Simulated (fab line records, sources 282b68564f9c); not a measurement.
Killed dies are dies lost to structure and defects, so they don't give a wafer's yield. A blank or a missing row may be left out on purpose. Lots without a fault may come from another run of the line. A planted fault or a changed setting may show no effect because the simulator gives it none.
fab line records | flow rit_cmos
record lots=14 wafers=42 last_day=7
route steps=202 shown PSD@148 PLDD@159 M1@184
lots that met no fault: from a run of the same line without faults
start_h: hours from the record's first day to the start of the lot's first wafer shown | wait_h: hours since the lot's step before | " the same as in the row above | L1.1+2: a row that stands for several wafers | - no value, or no start given | * or withheld: withheld | < > ~ a bound
route shown NAME@n: a module of which the file shows steps, and the number in the route of the first | usual: mean/standard deviation of fault-free wafers | same: alike in all rows | chamber/n: place in a boat | sites: the reading at each site | _std_site: their standard deviation | _edge_site: outer sites' mean less inner sites' | radius_mm: how far each site lies from the wafer's centre | mask NAME#n: copy n | behind: the tool/chamber that last shaped the wafer | hold: why the lot was held/for how many hours/how that ended | device: the transistor (n, p or np) that didn't switch | end of line: the same wafers' tests at the end of the route | a step without rows: its recipe alone | killed: dies lost to structure and defects at the first sort, not the wafer's yield | map: a wafer's dies, x killed, . not, _ none there
set.NAME: the setting as run; set.NAME@STEP: as run at that earlier step | model.NAME: the simulator's own value behind a step, which no gauge read
steps of the route over a sample of lots; a table a step, a row a wafer
services: from which hour (start_h, from the record's first day; less than 0 if before it) a tool's chamber was out of use, for how many hours, and why
## steps
# step RIT_PSD_OVL_MEAS_06
# usual PSD_OVL=-1.2/1.2
# columns lot.wafer tool chamber start_h wait_h PSD_OVL[nm]
L629.1 overlay-01 - 49.05 - -0.3
L629.4 " - " " -2.7
L629.5 " - " " -1.6
L630.1 overlay-02 - 53.26 - -1.3
L630.2 " - " " -1.5
L630.4 " - " " -1.6
L631.2 overlay-02 - 59.24 - -3.2
L631.4 " - " " -1.0
L631.5 " - " " -1.3
L632.1 overlay-01 - 65.84 - -1.5
L632.3 " - " " -2.1
L632.5 " - " " -1.3
L633.1 overlay-02 - 69.69 - -2.4
L633.2 " - " " -2.2
L633.3 " - " " -2.3
L634.1 overlay-01 - 74.32 - -1.8
L634.3 " - " " -1.8
L634.5 " - " " -1.7
L636.1 overlay-01 - 86.22 - 1.4
L636.2 " - " " -0.3
L636.5 " - " " -0.6
L640.2 overlay-02 - 108.78 - -3.2
L640.4 " - " " -1.9
L640.6 " - " " -3.3
L643.2 overlay-02 - 129.16 - -0.6
L643.3 " - " " -2.1
L643.5 " - " " -0.7
L645.1 overlay-01 - 133.84 - -2.6
L645.3 " - " " -2.3
L645.5 " - " " -1.5
L646.2 overlay-01 - 140.26 - 0.3
L646.4 " - " " 1.9
L646.6 " - " " -0.8
L648.4 overlay-01 - 148.39 - -0.2
L648.5 " - " " -1.9
L648.6 " - " " -0.5
L650.3 overlay-01 - 156.12 - -0.2
L650.4 " - " " 0.6
L650.5 " - " " 0.6
L652.2 overlay-01 - 164.26 - -1.4
L652.5 " - " " -2.0
L652.6 " - " " -2.5
# step RIT_SDANNEAL_RS_MEAS_06
# recipe thk_meas_gauge=four-point-probe
# usual PLDD_RS=178.7/0.43
# columns lot.wafer tool chamber start_h wait_h PLDD_RS[ohm/sq]
L629.1 film_metro-03 - 50.29 0.1 178.6
L629.4 " - " " 178.5
L629.5 " - " " 178.2
L630.1 film_metro-03 - 54.50 0.1 179.0
L630.2 " - " " 178.7
L630.4 " - " " 178.8
L631.2 film_metro-04 - 60.51 0.1 178.4
L631.4 " - " " 178.3
L631.5 " - " " 178.3
L632.1 film_metro-04 - 67.09 0.1 178.7
L632.3 " - " " 179.1
L632.5 " - " " 178.7
L633.1 film_metro-04 - 70.96 0.1 178.6
L633.2 " - " " 179.2
L633.3 " - " " 178.2
L634.1 film_metro-01 - 75.59 0.1 178.8
L634.3 " - " " 178.6
L634.5 " - " " 178.8
L636.1 film_metro-03 - 87.46 0.1 178.8
L636.2 " - " " 178.8
L636.5 " - " " 178.8
L640.2 film_metro-04 - 110.03 0.1 179.3
L640.4 " - " " 179.1
L640.6 " - " " 179.1
L643.2 film_metro-01 - 130.41 0.1 178.1
L643.3 " - " " 177.9
L643.5 " - " " 178.1
L645.1 film_metro-03 - 135.19 0.1 178.5
L645.3 " - " " 179.3
L645.5 " - " " 178.9
L646.2 film_metro-03 - 141.54 0.1 178.7
L646.4 " - " " 178.4
L646.6 " - " " 178.9
L648.4 film_metro-01 - 149.84 0.1 178.0
L648.5 " - " " 178.8
L648.6 " - " " 178.4
L650.3 film_metro-01 - 157.56 0.1 178.4
L650.4 " - " " 177.7
L650.5 " - " " 178.2
L652.2 film_metro-01 - 165.51 0.1 178.4
L652.5 " - " " 178.8
L652.6 " - " " 179.0
# step RIT_M1_SPUTTER_00
# recipe material=Al target_thk_nm=400 power_w=2000 chamber_pressure_pa=0.4 gas=Ar time_s=500 substrate_temp_c=25
# usual chamber_pressure_pa=0.4001/0.00084 throttle_valve_pct=30.0/1.5
# columns lot.wafer tool chamber start_h wait_h chamber_pressure_pa throttle_valve_pct
L629.1 pvd_sputter-01 - 53.44 0.0 0.4014 29.1
L629.4 " - " " 0.4005 32.3
L629.5 " - " " 0.3991 29.0
L630.1 pvd_sputter-01 - 57.62 0.0 0.4000 29.6
L630.2 " - " " 0.3997 29.0
L630.4 " - " " 0.3990 32.2
L631.2 pvd_sputter-04 - 63.48 0.0 0.3994 29.4
L631.4 " - " " 0.3997 31.8
L631.5 " - " " 0.4011 31.7
L632.1 pvd_sputter-01 - 70.11 0.0 0.3997 32.2
L632.3 " - " " 0.4003 28.9
L632.5 " - " " 0.3996 29.1
L633.1 pvd_sputter-04 - 74.12 0.0 0.4002 31.7
L633.2 " - " " 0.4002 28.5
L633.3 " - " " 0.4000 29.7
L634.1 pvd_sputter-01 - 78.88 0.0 0.3998 29.8
L634.3 " - " " 0.4007 32.3
L634.5 " - " " 0.3990 30.0
L636.1 pvd_sputter-01 - 90.56 0.0 0.4008 29.2
L636.2 " - " " 0.4000 32.2
L636.5 " - " " 0.4025 29.2
L640.2 pvd_sputter-01 - 113.03 0.0 0.4006 29.1
L640.4 " - " " 0.3993 29.7
L640.6 " - " " 0.3985 29.6
L643.2 pvd_sputter-03 - 133.54 0.0 0.4007 29.1
L643.3 " - " " 0.3989 27.4
L643.5 " - " " 0.3854 33.3
L645.1 pvd_sputter-03 - 138.52 0.0 0.3855 33.2
L645.3 " - " " 0.3988 29.4
L645.5 " - " " 0.3857 33.3
L646.2 pvd_sputter-04 - 144.63 0.0 0.3999 31.7
L646.4 " - " " 0.3997 28.4
L646.6 " - " " 0.3989 31.4
L648.4 pvd_sputter-04 - 152.89 0.0 0.3995 29.6
L648.5 " - " " 0.4001 31.6
L648.6 " - " " 0.3987 29.4
L650.3 pvd_sputter-04 - 160.56 0.0 0.3992 29.7
L650.4 " - " " 0.4016 28.4
L650.5 " - " " 0.4011 28.7
L652.2 pvd_sputter-04 - 168.68 0.0 0.3991 28.5
L652.5 " - " " 0.3993 31.8
L652.6 " - " " 0.4003 29.9
# step RIT_M1_STRIP_14
# recipe chemistry=O2 time_s=180 platen_temp_c=withheld power_w=500 pressure_mtorr=4000 o2_flow_sccm=4000
# usual drypump_motor_current_A=5.8/0.37
# columns lot.wafer tool chamber start_h wait_h drypump_motor_current_A rf_hours_counter_h
L629.1 plasma_asher-04 0 55.66 0.0 5.9 42
L629.4 " 0 " " 5.9 -
L629.5 " 1 " " 6.3 -
L630.1 plasma_asher-01 0 59.93 0.0 5.6 41
L630.2 " 1 " " 5.9 41
L630.4 " 0 " " 5.6 -
L631.2 plasma_asher-01 1 65.72 0.0 5.9 42
L631.4 " 1 " " 5.8 -
L631.5 " 0 " " 5.6 -
L632.1 plasma_asher-01 0 72.35 0.0 5.5 42
L632.3 " 1 " " 5.8 -
L632.5 " 1 " " 5.9 -
L633.1 plasma_asher-04 0 76.24 0.0 5.9 44
L633.2 " 1 " " 6.3 44
L633.3 " 1 " " 6.3 -
L634.1 plasma_asher-04 0 81.10 0.0 5.8 44
L634.3 " 1 " " 6.3 -
L634.5 " 1 " " 6.3 -
L636.1 plasma_asher-01 0 92.66 0.0 5.6 44
L636.2 " 1 " " 5.9 44
L636.5 " 0 " " 5.6 -
L640.2 plasma_asher-02 1 115.33 0.0 5.1 31
L640.4 " 0 " " 6.1 -
L640.6 " 0 " " 6.1 -
L643.2 plasma_asher-01 1 135.65 0.0 5.9 50
L643.3 " 1 " " 5.9 -
L643.5 " 0 " " 5.6 -
L645.1 plasma_asher-02 0 141.04 0.0 6.1 34
L645.3 " 0 " " 6.2 -
L645.5 " 0 " " 6.2 -
L646.2 plasma_asher-02 1 146.73 0.0 5.1 35
L646.4 " 0 " " 6.1 -
L646.6 " 1 " " 5.1 -
L648.4 plasma_asher-04 1 155.34 0.1 6.3 -
L648.5 " 1 " " 6.3 -
L648.6 " 0 " " 5.9 -
L650.3 plasma_asher-01 1 162.91 0.1 5.9 -
L650.4 " 0 " " 5.5 -
L650.5 " 0 " " 5.6 -
L652.2 plasma_asher-01 1 171.03 0.0 5.9 54
L652.5 " 1 " " 5.9 -
L652.6 " 0 " " 5.6 -
# step RIT_M1_PROBE_99
# usual defect_limited_yield=97.5/1.2 killed_at_M0_to_M3=0.0/0.12 killed_at_contacts=0.1/0.23 killed_at_front_end=7/3 killed_dies=7/3.1 killed_open=3.3/2.1 killed_short=3.3/2 sort_bin_3_pad_short=0.1/0.22 sort_bin_5_function=1.4/0.8 sort_bin_6_memory=1.0/0.65 sort_n_pass=257/3.1 sort_yield_pct=97.5/1.2
# same gross_dies=264 killed_at_M4_up=0 killed_at_back_side=0 killed_at_other=0
# columns lot.wafer tool chamber start_h wait_h defect_limited_yield[%] killed_at_M0_to_M3 killed_at_contacts killed_at_front_end killed_dies killed_open killed_short sort_bin_3_pad_short[%] sort_bin_5_function[%] sort_bin_6_memory[%] sort_n_pass sort_yield_pct[%]
L629.1 prober-02 - 58.67 0.1 95.5 0 0 12 12 7 5 0 1.9 2.7 252 95.5
L629.4 prober-02 - 58.82 0.2 96.2 0 0 10 10 2 8 0.4 3.0 0.4 254 96.2
L629.5 prober-02 - 58.87 0.2 95.1 0 0 13 13 9 4 0.4 1.9 2.7 251 95.1
L630.1 prober-01 - 62.16 0.1 97.7 0 0 6 6 3 3 0 1.9 0.4 258 97.7
L630.2 prober-01 - 62.21 0.1 98.9 0 0 3 3 1 2 0 0.8 0.4 261 98.9
L630.4 prober-01 - 62.31 0.2 97.3 0 0 7 7 4 3 0 1.5 1.1 257 97.3
L631.2 prober-02 - 67.69 0.1 97.7 0 0 6 6 3 3 0 1.1 1.1 258 97.7
L631.4 prober-02 - 67.79 0.2 97.3 0 1 6 7 4 3 0.4 1.1 1.1 257 97.3
L631.5 prober-02 - 67.84 0.2 97.7 0 0 6 6 2 4 0 1.9 0.4 258 97.7
L632.1 prober-01 - 74.29 0.1 95.5 0 0 12 12 3 9 0 3.8 0.8 252 95.5
L632.3 prober-01 - 74.39 0.2 97.7 0 0 6 6 1 5 0 1.1 1.1 258 97.7
L632.5 prober-01 - 74.49 0.2 95.8 0 0 11 11 7 4 0 2.3 1.9 253 95.8
L633.1 prober-02 - 78.15 0.1 98.9 0 0 3 3 2 1 0 0.4 0.8 261 98.9
L633.2 prober-02 - 78.20 0.1 99.2 0 0 2 2 0 2 0 0.8 0 262 99.2
L633.3 prober-02 - 78.25 0.2 99.6 1 0 0 1 0 1 0 0.4 0 263 99.6
L634.1 prober-01 - 83.82 0.1 97.0 0 0 8 8 2 6 0 2.3 0.8 256 97.0
L634.3 prober-01 - 83.92 0.2 96.6 0 0 9 9 3 6 0.4 1.5 1.5 255 96.6
L634.5 prober-01 - 84.02 0.2 95.8 0 0 11 11 5 6 0.4 1.9 1.9 253 95.8
L636.1 prober-01 - 95.12 0.1 97.3 0 0 7 7 5 2 0.4 1.5 0.8 257 97.3
L636.2 prober-01 - 95.17 0.1 98.1 0 0 5 5 3 2 0 1.5 0.4 259 98.1
L636.5 prober-01 - 95.32 0.2 98.5 0 0 4 4 2 2 0 0.8 0.8 260 98.5
L640.2 prober-02 - 118.49 0.1 97.3 0 0 7 7 5 2 0.4 1.5 0.8 257 97.3
L640.4 prober-02 - 118.59 0.2 98.9 0 0 3 3 0 3 0.4 0.4 0.4 261 98.9
L640.6 prober-02 - 118.69 0.2 98.5 0 0 4 4 4 0 0 1.5 0 260 98.5
L643.2 prober-02 - 137.62 0.1 96.6 0 0 9 9 4 5 0.4 2.3 0.8 255 96.6
L643.3 prober-02 - 137.67 0.2 95.5 1 0 11 12 5 7 0 1.9 2.7 252 95.5
L643.5 prober-02 - 137.77 0.2 98.1 0 0 5 5 4 1 0 1.9 0 259 98.1
L645.1 prober-02 - 143.67 0.1 97.7 0 0 6 6 1 5 0 0.8 1.5 258 97.7
L645.3 prober-02 - 143.77 0.2 97.0 0 0 8 8 5 3 0.4 2.3 0.4 256 97.0
L645.5 prober-02 - 143.87 0.2 95.8 0 0 11 11 7 4 0 1.5 2.7 253 95.8
L646.2 prober-01 - 148.69 0.1 98.5 0 0 4 4 2 2 0 0.4 1.1 260 98.5
L646.4 prober-01 - 148.79 0.2 97.3 0 0 7 7 4 3 0 1.9 0.8 257 97.3
L646.6 prober-01 - 148.89 0.2 97.7 0 0 6 6 3 3 0 1.1 1.1 258 97.7
L648.4 prober-01 - 157.34 0.2 97.7 0 0 6 6 2 4 0.4 1.9 0 258 97.7
L648.5 prober-01 - 157.39 0.2 97.7 0 0 6 6 4 2 0 1.1 1.1 258 97.7
L648.6 prober-01 - 157.44 0.2 96.2 0 0 10 10 2 8 0.4 2.7 0.8 254 96.2
L650.3 prober-01 - 165.15 0.2 96.6 0 0 9 9 4 5 0.4 2.7 0.4 255 96.6
L650.4 prober-01 - 165.20 0.2 97.3 0 0 7 7 4 3 0 1.9 0.8 257 97.3
L650.5 prober-01 - 165.25 0.2 97.7 0 0 6 6 5 1 0 1.5 0.8 258 97.7
L652.2 prober-01 - 172.99 0.1 99.6 0 0 1 1 1 0 0 0 0.4 263 99.6
L652.5 prober-01 - 173.14 0.2 97.3 0 0 7 7 6 1 0 1.5 1.1 257 97.3
L652.6 prober-01 - 173.19 0.2 98.1 0 0 5 5 3 2 0.4 0.8 0.8 259 98.1
# killed by level:class
L629.1 GATE:geometric_particle:open=3 REOX:geometric_particle:short=2 SILICIDE:geometric_particle:open=2 SILICIDE:geometric_particle:short=2 FOX1:geometric_particle:open=1 FOX1:geometric_particle:short=1 REOX:geometric_particle:open=1
L629.4 FOX1:geometric_particle:short=5 FOX1:geometric_particle:open=2 GATE:geometric_particle:short=2 SILICIDE:geometric_particle:short=1
L629.5 GATE:geometric_particle:open=3 REOX:geometric_particle:open=2 FOX1:geometric_particle:short=1 FOX1:geometric_particle:open=1 FOX2:geometric_particle:open=1 REOX:geometric_particle:short=1 SPACER:geometric_particle:short=1 SPACER:geometric_particle:open=1
L630.1 SILICIDE:geometric_particle:short=2 FOX1:geometric_particle:open=1 GATE:geometric_particle:short=1 GATE:geometric_particle:open=1 SILICIDE:geometric_particle:open=1
L630.2 FOX2:geometric_particle:short=1 GATE:geometric_particle:short=1 REOX:geometric_particle:open=1
L630.4 SILICIDE:geometric_particle:open=2 FOX1:geometric_particle:open=1 FOX2:geometric_particle:short=1 GATE:geometric_particle:open=1 REOX:geometric_particle:short=1 SPACER:geometric_particle:short=1
L631.2 FOX1:geometric_particle:open=2 FOX1:geometric_particle:short=1 FOX2:geometric_particle:short=1 GATE:geometric_particle:open=1 SPACER:geometric_particle:short=1
L631.4 GATE:geometric_particle:open=4 SPACER:geometric_particle:short=2 CONTACT:geometric_particle:short=1
L631.5 SILICIDE:geometric_particle:open=2 FOX1:geometric_particle:short=1 FOX2:geometric_particle:short=1 GATE:geometric_particle:short=1 SILICIDE:geometric_particle:short=1
L632.1 REOX:geometric_particle:short=3 GATE:geometric_particle:open=2 GATE:geometric_particle:short=2 SPACER:geometric_particle:short=2 FOX1:geometric_particle:short=1 REOX:geometric_particle:open=1 SILICIDE:geometric_particle:short=1
L632.3 GATE:geometric_particle:short=3 FOX1:geometric_particle:short=2 SILICIDE:geometric_particle:open=1
L632.5 GATE:geometric_particle:short=3 SILICIDE:geometric_particle:open=3 SPACER:geometric_particle:open=2 FOX1:geometric_particle:open=1 FOX2:geometric_particle:open=1 SPACER:geometric_particle:short=1
L633.1 FOX1:geometric_particle:open=2 GATE:geometric_particle:short=1
L633.2 FOX1:geometric_particle:short=1 GATE:geometric_particle:short=1
L633.3 M1:geometric_particle:short=1
L634.1 GATE:geometric_particle:short=4 ACTIVE:geometric_particle:open=1 REOX:geometric_particle:short=1 SPACER:geometric_particle:short=1 SILICIDE:geometric_particle:open=1
L634.3 GATE:geometric_particle:short=3 REOX:geometric_particle:short=2 FOX1:geometric_particle:short=1 GATE:geometric_particle:open=1 SPACER:geometric_particle:open=1 SILICIDE:geometric_particle:open=1
L634.5 FOX1:geometric_particle:open=4 GATE:geometric_particle:short=2 SILICIDE:geometric_particle:short=2 FOX1:geometric_particle:short=1 GATE:geometric_particle:open=1 SPACER:geometric_particle:short=1
L636.1 GATE:geometric_particle:open=2 SPACER:geometric_particle:open=2 FOX1:geometric_particle:open=1 SPACER:geometric_particle:short=1 SILICIDE:geometric_particle:short=1
L636.2 SILICIDE:geometric_particle:open=2 GATE:geometric_particle:open=1 GATE:geometric_particle:short=1 SILICIDE:geometric_particle:short=1
L636.5 FOX1:geometric_particle:short=1 GATE:geometric_particle:short=1 REOX:geometric_particle:open=1 SPACER:geometric_particle:open=1
L640.2 FOX1:geometric_particle:open=2 GATE:geometric_particle:open=2 FOX1:geometric_particle:short=1 GATE:geometric_particle:short=1 SPACER:geometric_particle:open=1
L640.4 FOX1:geometric_particle:short=1 GATE:geometric_particle:short=1 SILICIDE:geometric_particle:short=1
L640.6 FOX2:geometric_particle:open=2 REOX:geometric_particle:open=1 SPACER:geometric_particle:open=1
L643.2 SPACER:geometric_particle:short=3 FOX1:geometric_particle:short=1 FOX1:geometric_particle:open=1 GATE:geometric_particle:open=1 GATE:geometric_particle:short=1 SPACER:geometric_particle:open=1 SILICIDE:geometric_particle:open=1
L643.3 FOX1:geometric_particle:open=2 FOX2:geometric_particle:short=2 GATE:geometric_particle:open=2 FOX1:geometric_particle:short=1 GATE:geometric_particle:short=1 REOX:geometric_particle:open=1 SPACER:geometric_particle:short=1 SILICIDE:geometric_particle:short=1
L643.5 FOX2:geometric_particle:open=2 REOX:geometric_particle:short=1 SPACER:geometric_particle:open=1 SILICIDE:geometric_particle:open=1
L645.1 REOX:geometric_particle:short=2 SILICIDE:geometric_particle:short=2 FOX1:geometric_particle:short=1 REOX:geometric_particle:open=1
L645.3 GATE:geometric_particle:short=3 GATE:geometric_particle:open=2 FOX2:geometric_particle:open=1 REOX:geometric_particle:open=1 SILICIDE:geometric_particle:open=1
L645.5 REOX:geometric_particle:open=3 GATE:geometric_particle:open=2 REOX:geometric_particle:short=2 SILICIDE:geometric_particle:open=2 FOX2:geometric_particle:short=1 GATE:geometric_particle:short=1
L646.2 FOX2:geometric_particle:short=1 GATE:geometric_particle:short=1 GATE:geometric_particle:open=1 SPACER:geometric_particle:open=1
L646.4 GATE:geometric_particle:short=3 SPACER:geometric_particle:open=2 FOX1:geometric_particle:open=1 GATE:geometric_particle:open=1
L646.6 FOX1:geometric_particle:open=3 FOX1:geometric_particle:short=1 SPACER:geometric_particle:short=1 SILICIDE:geometric_particle:short=1
L648.4 SILICIDE:geometric_particle:short=3 GATE:geometric_particle:short=1 SILICIDE:geometric_particle:open=1 REOX:geometric_particle:open=1
L648.5 GATE:geometric_particle:open=2 SPACER:geometric_particle:open=2 FOX1:geometric_particle:short=1 GATE:geometric_particle:short=1
L648.6 FOX1:geometric_particle:short=4 SPACER:geometric_particle:short=2 GATE:geometric_particle:short=1 SPACER:geometric_particle:open=1 SILICIDE:geometric_particle:open=1 SILICIDE:geometric_particle:short=1
L650.3 GATE:geometric_particle:open=3 GATE:geometric_particle:short=3 FOX1:geometric_particle:open=1 FOX1:geometric_particle:short=1 SILICIDE:geometric_particle:short=1
L650.4 SPACER:geometric_particle:open=2 SILICIDE:geometric_particle:short=2 GATE:geometric_particle:open=1 REOX:geometric_particle:short=1 SILICIDE:geometric_particle:open=1
L650.5 FOX2:geometric_particle:open=2 REOX:geometric_particle:open=2 REOX:geometric_particle:short=1 SILICIDE:geometric_particle:open=1
L652.2 FOX1:geometric_particle:open=1
L652.5 FOX2:geometric_particle:open=2 FOX2:geometric_particle:short=1 GATE:geometric_particle:open=1 REOX:geometric_particle:open=1 SPACER:geometric_particle:open=1 SILICIDE:geometric_particle:open=1
L652.6 FOX1:geometric_particle:open=1 FOX1:geometric_particle:short=1 FOX2:geometric_particle:short=1 GATE:geometric_particle:open=1 SILICIDE:geometric_particle:open=1
## services
# columns tool chamber start_h hours kind
pvd_sputter-01 - 37.12 2.3 repair
pvd_sputter-03 - 39.20 1.2 repair
pvd_sputter-04 - 44.38 14.5 repair
pvd_sputter-01 - 57.96 2.7 repair
pvd_sputter-01 - 59.34 0.9 repair
plasma_asher-04 - 71.89 1.8 repair
pvd_sputter-04 - 98.26 3.6 repair
plasma_asher-04 - 108.75 9.0 pm
plasma_asher-04 0 108.75 9.0 vent_cycle
plasma_asher-04 1 108.75 9.0 vent_cycle
plasma_asher-04 0 117.75 - clean
plasma_asher-04 1 117.75 - clean
plasma_asher-04 - 126.51 5.2 repair
plasma_asher-04 - 157.55 14.6 pm
## key
first_sign step=RIT_M1_SPUTTER_00 reading=chamber_pressure_pa direction=down sigmas=17 usual=0.4001 struck=0.3855
effect none on later readings
met_at RIT_M1_SPUTTER_00
struck_lots L643,L645
struck_wafers L643.5,L645.1,L645.5
not_acting_at RIT_PSD_OVL_MEAS_06,RIT_SDANNEAL_RS_MEAS_06,RIT_M1_STRIP_14
fault kind=process_parameter_drift tool=pvd_sputter-03 chamber=- onset_h=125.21 steps=RIT_M1_SPUTTER_00 channel=chamber_pressure_pa offset=-0.015464 shape=step end_h=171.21 acts_in=these_recipes_only stated=0.4 scope=struck_wafers_only
